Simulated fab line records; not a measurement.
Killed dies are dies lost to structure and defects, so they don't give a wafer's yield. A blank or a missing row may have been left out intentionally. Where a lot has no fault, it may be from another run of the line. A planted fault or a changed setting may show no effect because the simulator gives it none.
fab line records    flow ritCmos
record: lots: 14  wafers: 42  lastDay: 7
route steps=202 shown GATE@89
lots that met no fault: from a run of the same line without faults
startH: the number of hours between the record's first day and the start of the first shown wafer of the lot    waitH: hours since the lot's step before    " repeats the value in the row above    L1.1+2: one row covering several wafers at once    - no value, or no start given    * or withheld: withheld    < > ~ a bound
route shown NAME@n: names a module that has steps shown in the file, with the first one's number in the route    usual: mean/standard deviation of fault-free wafers    same: alike in all rows    chamber/n: place in a boat    sites: readings site by site    _std_site: their standard deviation    _edge_site: mean of outer sites minus mean of inner sites    radiusMm: for every site, how far away it sits from the centre of the wafer    mask NAME#n: copy n    behind: the last tool/chamber to shape the wafer    hold: the reason the lot was held/the length of the hold in hours/how it ended    device: transistor that didn't switch, given as n, p or np    end of line: at the end of the route, the tests of the same wafers    for a step that has no rows: nothing shown but its recipe    killed: not the wafer's yield, but the dies lost to structure and defects at the first sort    map: shows each die of a wafer: x if killed, . if not, _ if none is there
set.NAME: the run value of the setting; set.NAME@STEP: its run value at that earlier step    model.NAME: the simulator's own value behind a step, which no gauge read
a sample of lots followed through the steps of the route, with each step as a table and each wafer as a row
services: from which hour (startH, from the record's first day; less than 0 if before it) a tool's chamber was out of use, for how many hours, and why
== steps ==
step: RIT_GATE_EXPOSE_13
recipe: maskId: M6  na: 0.6  sourceShape: conventional  sigmaOuter: 0.6  targetCdNm: 150  doseMj: 380
usual: exposureDoseMJCm2: 379.9/0.36  focusOffsetNm: 0.1/0.48
lot.wafer  tool             chamber  startH  waitH  mask  exposureDoseMJCm2  focusOffsetNm
L273.3     ilineStepper-02  0        39.17   0.2    M6#0  380.1              0.1
L273.4     "                0        "       "      M6#0  380.1              0.1
L273.6     "                0        "       "      M6#0  379.7              0.2
L275.1     ilineStepper-02  0        50.91   0.1    M6#0  379.7              0.6
L275.4     "                0        "       "      M6#0  380.2              0.5
L275.6     "                0        "       "      M6#0  380.2              0.1
L276.2     ilineStepper-02  0        56.90   0.1    M6#0  379.8              -0.2
L276.4     "                0        "       "      M6#0  379.7              -0.4
L276.6     "                0        "       "      M6#0  380.5              -0.3
L277.4     ilineStepper-02  0        67.49   0.1    M6#0  380.1              0.3
L277.5     "                0        "       "      M6#0  380.6              1.2
L277.6     "                0        "       "      M6#0  380.0              0.3
L279.1     ilineStepper-02  0        68.67   0.1    M6#0  379.8              0.4
L279.4     "                0        "       "      M6#0  379.5              -0.3
L279.6     "                0        "       "      M6#0  379.7              -0.9
L280.3     ilineStepper-02  0        77.59   0.1    M6#0  380.2              0.2
L280.5     "                0        "       "      M6#0  379.6              1.0
L280.6     "                0        "       "      M6#0  378.8              1.1
L281.2     ilineStepper-01  0        81.77   0.2    M6#0  380.2              -1.1
L281.3     "                0        "       "      M6#0  379.9              0.0
L281.4     "                0        "       "      M6#0  380.1              -0.2
L282.1     ilineStepper-01  0        89.30   0.1    M6#0  379.4              -0.3
L282.2     "                0        "       "      M6#0  379.8              -0.5
L282.5     "                0        "       "      M6#0  379.8              -0.8
L284.1     ilineStepper-01  0        96.36   0.1    M6#0  380.5              0.6
L284.2     "                0        "       "      M6#0  380.0              -0.2
L284.3     "                0        "       "      M6#0  379.9              0.9
L285.1     ilineStepper-02  -        101.56  0.2    M6#0  -                  -
L285.2     "                -        "       "      M6#0  -                  -
L285.6     "                -        "       "      M6#0  -                  -
L286.1     ilineStepper-01  -        103.18  0.2    M6#0  -                  -
L286.2     "                -        "       "      M6#0  -                  -
L286.3     "                -        "       "      M6#0  -                  -
L293.1     ilineStepper-01  0        140.31  0.2    M6#0  380.4              -0.2
L293.2     "                0        "       "      M6#0  380.4              -0.6
L293.3     "                0        "       "      M6#0  380.3              -0.7
L294.1     ilineStepper-02  0        144.62  0.2    M6#0  380.1              0.7
L294.4     "                0        "       "      M6#0  379.4              0.7
L294.6     "                0        "       "      M6#0  379.8              -0.1
L296.1     ilineStepper-02  0        153.56  0.1    M6#0  380.2              0.5
L296.3     "                0        "       "      M6#0  379.5              -0.4
L296.6     "                0        "       "      M6#0  380.3              0.3
== services ==
tool             chamber  startH  hours  kind
ilineStepper-01  -        40.79   1.7    pm
ilineStepper-02  -        69.05   0.9    repair
== key ==
firstSign: step: RIT_GATE_EXPOSE_13  reading: toolRecord  direction: missing
effect none on later readings
metAt RIT_GATE_EXPOSE_13
struckLots L285,L286
laterRowsLeftOut L285.1,L285.2,L285.6,L286.1,L286.2,L286.3
sortLeftOut L285.1,L285.2,L285.6,L286.1,L286.2,L286.3
testerLeftOut L285,L286
onsetBetween 96.36 101.56
fault: kind: skippedStepWhole  tool: ilineStepper-01,ilineStepper-02  chamber: -  onsetH: 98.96  steps: RIT_GATE_EXPOSE_13  scope: struckLotsOnly
testerLeftOut: of these lots the tester's yield and bins aren't shown, on N5 and GAA mostly nor the transistor test; their killed dies are dies lost to structure and defects alone, not to doping, threshold or leakage, so they don't give the yield
sortLeftOut: the simulated sort isn't trusted on such a fault, so these wafers' sort isn't shown, and their yield isn't known
laterRowsLeftOut: the simulator's readings of these wafers behind a module that went badly wrong aren't trusted and aren't shown, but for the sort
